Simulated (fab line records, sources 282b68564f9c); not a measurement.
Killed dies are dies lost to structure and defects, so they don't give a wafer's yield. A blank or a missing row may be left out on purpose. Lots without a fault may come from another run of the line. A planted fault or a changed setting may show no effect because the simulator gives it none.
Which tool did it? | flow rit_cmos | 7 lots, 21 wafers sampled, at 2 steps of a route of 202

WHAT THE GAUGES READ, wafer by wafer
RIT_GATE_THK_MEAS_07.
lot  | measured    | on            | GATE_OXIDE_THK (nm)
L472 | day 2 15:54 | film_metro-03 | 3.09 3.17 3.09
L474 | day 3 01:11 | film_metro-02 | 2.49 2.54 2.43
L476 | day 3 10:38 | film_metro-03 | 2.52 2.60 2.55
L484 | day 5 02:38 | film_metro-02 | 3.00 3.00 3.09
L489 | day 6 03:59 | film_metro-03 | 3.04 3.08 3.08
L492 | day 6 18:47 | film_metro-03 | 3.02 2.94 3.00
L494 | day 7 05:47 | film_metro-02 | 3.05 3.05 3.07

WHICH TOOL RAN EACH LOT (tool, then ch and the chambers of the sampled wafers, then the start)
lot  | RIT_GATE_OXIDATION_05
L472 | furnace-04 ch 0, day 2 14:34
L474 | furnace-04 ch 0, day 2 22:43
L476 | furnace-04 ch 0, day 3 08:41
L484 | furnace-02 ch 0, day 5 01:17
L489 | furnace-03 ch 0, day 6 02:38
L492 | furnace-02 ch 0, day 6 17:16
L494 | furnace-04 ch 0, day 7 03:53
- RIT_GATE_OXIDATION_05: target thk 3 nm, ox time 270 s.

THE ANSWER, worked out from the rows above alone
Rule: what is usual is taken from the lots themselves. Put in order of their means at a reading, lots are off if they are a third of the lots or fewer, leave a main group of 4 or more, and stand apart from it by a gap of 3 or more times the standard deviation of the main group's means; of several such gaps the widest counts. A main group whose means are all the same, to the digits that the tables above print for the reading, isn't used. A lot without any number at a reading at which 4 lots or more have one is off too. The other lots that the step has rows for count as sound.
Off: L474, L476, at RIT_GATE_THK_MEAS_07 (GATE_OXIDE_THK). The main group: mean 3.05 nm, standard deviation 0.043.
A tool fits if, at a process step before that reading, it ran every lot that is off, and no sound lot after the first of them. The gauges at RIT_GATE_THK_MEAS_07 are tried like those tools. None of those tried fits.

WHAT THE SIMULATOR HAD PUT IN
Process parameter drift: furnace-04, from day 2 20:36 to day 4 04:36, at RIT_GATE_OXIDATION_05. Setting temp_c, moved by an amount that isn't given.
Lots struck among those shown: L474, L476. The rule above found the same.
